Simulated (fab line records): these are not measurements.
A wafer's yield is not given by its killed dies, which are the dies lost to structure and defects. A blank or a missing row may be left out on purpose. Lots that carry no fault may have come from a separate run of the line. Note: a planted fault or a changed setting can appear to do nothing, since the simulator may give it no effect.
2 desks, one fault    flow berkeley cmos170    only its own numbers are on each desk; what lay behind them is given at the end

== THE TOOL OWNER'S DESK: rie metal-04 ==
The tool's own readings at UCB170_M1_METAL_ETCH_12 (etches Al in Cl2/BCl3, stops on PSG, target depth 780 nm, time 130 s): means of the sampled wafers that have a number, for each lot that ran on this tool. Any lot whose mean is over 4 standard deviations away from the usual mean is out of limits and marked OUT; that distance is given in the brackets.
Columns: A = bcl3 flow sccm at UCB170_M1_METAL_ETCH_12, usual 44.98 sccm; B = drypump motor current A at UCB170_M1_METAL_ETCH_12, usual 5.9 A; C = mfc cl2 sccm at UCB170_M1_METAL_ETCH_12, usual 89.97 sccm; D = oes product au at UCB170_M1_METAL_ETCH_12, usual 0.851 a.u.; E = throttle valve pct at UCB170_M1_METAL_ETCH_12, usual 24.38 %
lot   first seen here  A      B    C      D      E
L531  day 8 20:56      45.00  5.4  90.36  0.847  24.37
L543  day 11 03:37     45.01  5.3  89.68  0.882  24.43
L541  day 11 05:11     44.93  5.3  89.79  0.887  24.44
Result from this desk: across the 3 lots, nothing is out of limits.

== METROLOGY DESK ==
Lot by lot, what the gauges showed, no matter which tool ran the lot: averages of those sampled wafers that carry a number. Any lot whose mean is over 4 standard deviations away from the usual mean is out of limits and marked OUT; that distance is given in the brackets.
Columns: A = M1_AL_RS at UCB170_M1_RS_MEAS_01, usual 0.0484 ohm/sq; B = M1_AL_THK at UCB170_M1_THK_MEAS_02, usual 594 nm; C = cd nm at UCB170_M1_CD_MEAS_09, usual 700.1 nm; D = M1_OVL at UCB170_M1_OVL_MEAS_10, usual 4 nm
lot   first seen here  A       B    C      D
L531  day 8 19:25      0.0482  593  700.0  8
L537  day 9 15:35      0.0487  594  698.3  2
L544  day 11 00:13     0.0481  600  700.3  -1
L543  day 11 02:17     0.0487  590  698.7  2
L545  day 11 02:29     0.0485  589  699.9  1
L541  day 11 03:59     0.0480  597  700.1  13
Result from this desk: across the 6 lots, nothing is out of limits.

== BROUGHT TOGETHER ==
The tool owner's desk saw nothing out of limits.
From the metrology desk's view, nothing was out of limits.

== WHAT THE SIMULATOR HAD INSERTED ==
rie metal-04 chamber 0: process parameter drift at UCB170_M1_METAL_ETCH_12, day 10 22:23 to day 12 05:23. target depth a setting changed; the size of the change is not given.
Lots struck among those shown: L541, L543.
